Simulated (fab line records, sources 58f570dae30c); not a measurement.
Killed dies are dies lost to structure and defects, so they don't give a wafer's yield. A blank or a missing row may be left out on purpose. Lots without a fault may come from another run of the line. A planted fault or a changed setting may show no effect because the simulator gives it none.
Which tool did it? | flow berkeley_cmos170 | 7 lots, 21 wafers sampled, at 3 steps of a route of 331

WHAT THE GAUGES READ, wafer by wafer
UCB170_NVT_TW_MEAS_09.
lot  | measured     | on            | NVT_TW
L862 | day 7 02:57  | film_metro-01 | 524 525 524
L865 | day 7 16:26  | film_metro-01 | 526 524 522
L868 | day 8 03:26  | film_metro-04 | 528 524 526
L869 | day 8 13:07  | film_metro-01 | 468 469 469
L876 | day 9 19:42  | film_metro-02 | 512 513 512
L879 | day 10 09:32 | film_metro-02 | 518 518 517
L882 | day 10 21:44 | film_metro-01 | 522 522 522

WHICH TOOL RAN EACH LOT (tool, then ch and the chambers of the sampled wafers, then the start)
lot  | UCB170_ACTIVE_STRIP_16              | UCB170_NVT_IMPLANT_07
L862 | plasma_asher-04 ch 0,1, day 5 15:58 | implanter-02 ch 0, day 7 02:42
L865 | plasma_asher-01 ch 0,1, day 6 07:14 | implanter-02 ch 0, day 7 16:12
L868 | plasma_asher-04 ch 0,1, day 6 14:06 | implanter-04 ch 0, day 8 03:12
L869 | plasma_asher-01 ch 0,1, day 6 21:48 | implanter-04 ch 0, day 8 12:52
L876 | plasma_asher-01 ch 1, day 8 08:04   | implanter-02 ch 0, day 9 19:28
L879 | plasma_asher-04 ch 0,1, day 8 18:26 | implanter-02 ch 0, day 10 09:18
L882 | plasma_asher-04 ch 0,1, day 9 12:17 | implanter-01 ch 0, day 10 21:31
- UCB170_ACTIVE_STRIP_16: strips in O2.
- UCB170_NVT_IMPLANT_07

THE ANSWER, worked out from the rows above alone
Rule: what is usual is taken from the lots themselves. Put in order of their means at a reading, lots are off if they are a third of the lots or fewer, leave a main group of 4 or more, and stand apart from it by a gap of 3 or more times the standard deviation of the main group's means; of several such gaps the widest counts. A main group whose means are all the same, to the digits that the tables above print for the reading, isn't used. A lot without any number at a reading at which 4 lots or more have one is off too. The other lots that the step has rows for count as sound.
Off: L869, at UCB170_NVT_TW_MEAS_09 (NVT_TW). The main group: mean 521, standard deviation 4.7.
A tool fits if, at a process step before that reading, it ran every lot that is off, and no sound lot after the first of them. The gauges at UCB170_NVT_TW_MEAS_09 are tried like those tools. One fits: implanter-04 at UCB170_NVT_IMPLANT_07. Its last sound lot is L868 (day 8 03:12), its first lot that is off L869 (day 8 12:52): a fault that began between those two fits.

WHAT THE SIMULATOR HAD PUT IN
Process parameter drift: implanter-04, from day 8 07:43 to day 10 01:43, at UCB170_NVT_IMPLANT_07. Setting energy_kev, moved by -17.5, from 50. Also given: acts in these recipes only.
Lots struck among those shown: L869. The rule above found the same.
